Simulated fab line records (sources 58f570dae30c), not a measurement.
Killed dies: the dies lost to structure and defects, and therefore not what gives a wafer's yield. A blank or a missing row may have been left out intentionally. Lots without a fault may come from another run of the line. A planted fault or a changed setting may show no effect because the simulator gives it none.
2 desks looking at one fault + flow berkeleyCmos170 + numbers are kept per desk, each desk with only its own; the story behind them comes last

## AT THE METROLOGY DESK
What the gauges read for every lot (on any tool): the sampled wafers with a number, averaged. Any lot whose mean is over 4 standard deviations away from the usual mean is out of limits and marked OUT; that distance is given in the brackets.
Columns: A = PWELL_OVL at UCB170_PWELL_OVL_MEAS_13, usual 4 nm; B = ACTIVE_OXIDE_THK at UCB170_ACTIVE_THK_MEAS_03, usual 26.2 nm; C = cdNm at UCB170_ACTIVE_CD_MEAS_90, usual 1199.8 nm
| lot  | first seen here | A  | B    | C      |
|------|-----------------|----|------|--------|
| L879 | day 3 10:58     | 4  | 26.2 | 1200.6 |
| L880 | day 3 23:43     | -3 | 26.1 | 1200.9 |
| L882 | day 4 00:00     | 3  | 26.6 | 1201.0 |
| L881 | day 4 00:17     | -1 | 27.3 | 1200.4 |
| L883 | day 4 09:38     | 8  | 27.0 | 1199.6 |
| L886 | day 5 01:17     | 1  | 25.7 | 1201.7 |
| L887 | day 5 09:16     | 2  | 25.8 | 1199.4 |
| L888 | day 5 17:19     | 6  | 26.4 | 1198.0 |
| L892 | day 6 16:02     | 10 | 26.5 | -      |
| L894 | day 6 16:11     | 3  | 26.0 | 1201.9 |
| L895 | day 7 01:32     | 8  | 26.0 | -      |
| L900 | day 8 00:54     | 7  | 26.5 | 1199.8 |
| L898 | day 8 00:56     | -3 | 26.0 | -      |
| L899 | day 8 01:29     | 6  | 27.0 | 1199.5 |
| L901 | day 8 12:10     | 8  | 26.2 | 1197.9 |
This desk's verdict: no lot among the 15 shows anything out of limits.

## THE TOOL OWNER'S DESK: rieDiel-03
The tool's own readings at UCB170_ACTIVE_ETCH_15 (etches Si3N4 in CH3F/Ar/O2, stops on SiO2, target depth 242 nm, time 151 s): means of the sampled wafers that have a number, for each lot that ran on this tool. Any lot whose mean is over 4 standard deviations away from the usual mean is out of limits and marked OUT; that distance is given in the brackets.
Columns: A = CH3F_flow_sccm at UCB170_ACTIVE_ETCH_15, usual 20.00 sccm; B = O2_flow_sccm at UCB170_ACTIVE_ETCH_15, usual 7.001 sccm; C = chamberPressureMTorr at UCB170_ACTIVE_ETCH_15, usual 50.01 mTorr; D = drypumpMotorCurrentA at UCB170_ACTIVE_ETCH_15, usual 5.6 A; E = oesProductAu at UCB170_ACTIVE_ETCH_15, usual 0.939 a.u.; F = throttleValvePct at UCB170_ACTIVE_ETCH_15, usual 8.09 %
| lot  | first seen here | A     | B     | C     | D   | E     | F    |
|------|-----------------|-------|-------|-------|-----|-------|------|
| L882 | day 5 08:46     | 20.01 | 7.004 | 50.02 | 5.6 | 0.948 | 8.12 |
| L888 | day 6 22:24     | 19.99 | 7.004 | 50.03 | 5.1 | 0.930 | 8.20 |
| L887 | day 6 22:52     | 20.02 | 6.985 | 49.98 | 5.6 | 0.936 | 8.12 |
This desk's verdict: no lot among the 3 shows anything out of limits.

## ALL TOGETHER
From the metrology desk's view, nothing was out of limits.
The desk of the tool owner found nothing out of limits.

## WHAT THE SIMULATOR PUT IN
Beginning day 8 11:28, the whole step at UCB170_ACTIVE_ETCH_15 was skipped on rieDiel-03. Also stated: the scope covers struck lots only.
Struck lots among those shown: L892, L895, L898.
